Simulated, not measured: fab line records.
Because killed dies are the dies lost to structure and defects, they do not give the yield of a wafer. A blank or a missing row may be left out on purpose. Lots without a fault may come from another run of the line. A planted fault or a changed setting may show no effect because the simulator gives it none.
Which tool is to blame?    flow berkeleyCmos170    21 wafers sampled from 7 lots at 1 step of a route of 331

WHAT THE GAUGES READ, wafer by wafer
UCB170_FIELD_THK_MEAS_90.
lot   measured      on            FIELD_OXIDE_LEFT_1_THK (nm)
L676  day 5 06:34   filmMetro-02  449 439 447
L679  day 6 05:19   filmMetro-03  434 429 433
L683  day 6 21:31   filmMetro-04  450 448 453
L682  day 6 21:34   filmMetro-04  448 447 440
L693  day 9 06:37   filmMetro-03  442 450 448
L696  day 10 13:52  filmMetro-04  449 444 440
L697  day 10 13:57  filmMetro-04  438 442 438

WHAT TOOL EACH LOT RAN ON (gives the tool, then ch and the chambers of the sampled wafers, and finally the start)
No process step before these readings appears in the record.

THE ANSWER, worked out from the rows above alone
Rule: what is usual is taken from the lots themselves. Put in order of their means at a reading, lots are off if they are a third of the lots or fewer, leave a main group of 4 or more, and stand apart from it by a gap of 3 or more times the standard deviation of the main group's means; of several such gaps the widest counts. The tables above print the reading to a certain number of digits; a main group whose means all agree to those digits is not used. A lot without any number at a reading at which 4 lots or more have one is off too. Any other lot the step has rows for is counted as sound.
Across all readings shown, no lot is off: no conclusion can be drawn from this.

WHAT THE SIMULATOR PUT IN
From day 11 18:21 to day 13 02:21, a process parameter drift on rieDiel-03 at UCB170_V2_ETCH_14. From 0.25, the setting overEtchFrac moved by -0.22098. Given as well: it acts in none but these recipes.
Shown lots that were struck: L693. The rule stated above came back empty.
